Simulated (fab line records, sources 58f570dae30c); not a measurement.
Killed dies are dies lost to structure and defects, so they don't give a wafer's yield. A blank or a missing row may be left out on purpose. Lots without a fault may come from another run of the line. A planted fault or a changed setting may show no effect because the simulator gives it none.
Problem report in the 8D (eight disciplines) form, filled by code | flow berkeley_cmos170 | the parts of the form that need people (team, actions taken, sign-off) are left out

1. THE PROBLEM
cd_nm at UCB170_CONTACT_CD_MEAS_15 reads a mean of 735.2 nm on 6 wafers of 2 lots; wafers without a fault read 700.1 nm with a standard deviation of 1.2. That is +29 standard deviations from the usual mean.
The step: target cd 700 nm.
First seen on wafer L717.1, day 8 14:04, on cd_sem-02. The record holds 42 wafers of 14 lots with a number at this step. Rule for "out", or "out of limits": more than 4 standard deviations from the usual mean. The other wafers with a number count as sound.

2. WHAT IT IS AND WHAT IT IS NOT
question                    | is                     | is not
which readings at this step | cd_nm                  | -
which lots                  | L717, L718             | L710, L711, L712, L713, L715, L716, L724, L725, L727, L728, L729, L730
which wafers of those lots  | all that have a number | -
read on which gauges        | cd_sem-01, cd_sem-02   | -
when                        | from day 8 14:04       | up to then (15 sound wafers); but 21 sound wafers of L716, L724, L725, L727, L728, L729, L730 came after

3. SUSPECTS, AND WHAT RULES EACH OUT
Counting: a tool at a process step up to the reading stays a suspect if it ran every lot that is out and no sound lot after the first of them.
- the gauge at UCB170_CONTACT_CD_MEAS_15: ruled out. The wafers that are out were read on 2 gauges (cd_sem-01, cd_sem-02).
- litho_track-03 at UCB170_CONTACT_COAT_10 (resist thk 900 nm): ruled out as a lasting fault. Sound lots L729 ran on it after its first lot that is out, L717 (day 8 13:00).
Left after counting: nothing in the record.

4. THE CAUSE (what the simulator had put in)
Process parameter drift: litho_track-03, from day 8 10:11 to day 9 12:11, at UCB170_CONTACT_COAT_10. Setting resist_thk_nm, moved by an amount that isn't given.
Counting ruled it out, wrongly: the rule takes a fault to strike every lot that its tool runs from its start on, and this one did not.

5. THE CHAIN OF EFFECTS, in route order
Each row: a reading whose mean over the struck wafers that have a number lies more than 3 standard deviations from the usual. Only readings for which the record gives a usual standard deviation are gone through. hours: the time from each lot's start at the first step in this table that gives one to its start at this step, as a median over the lots. sigmas: the change in usual standard deviations.
hours | step                      | reading        | usual      | on struck wafers | change | sigmas
0     | UCB170_CONTACT_CD_MEAS_15 | cd_nm          | 700.1 nm   | 735.2            | +35.1  | +29
4     | UCB170_CONTACT_STRIP_19   | oes_product_au | 0.726 a.u. | 0.484            | -0.242 | -55
The process steps in it:
- UCB170_CONTACT_STRIP_19: strips in O2.
Later measuring or inspecting steps at which every struck wafer that the step has a row for has a number for every such reading, and none has moved that far: UCB170_M1_OVL_MEAS_10.

6. WHAT WOULD HAVE CAUGHT IT SOONER
In this record the first reading out of limits at a measuring or inspecting step was taken at day 8 14:04, 4 hours after the fault began at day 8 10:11.
Of the tool readings at UCB170_CONTACT_COAT_10 for which the record gives a usual standard deviation, none was out on any struck wafer, so an alarm limit of 4 standard deviations on them would not have fired.
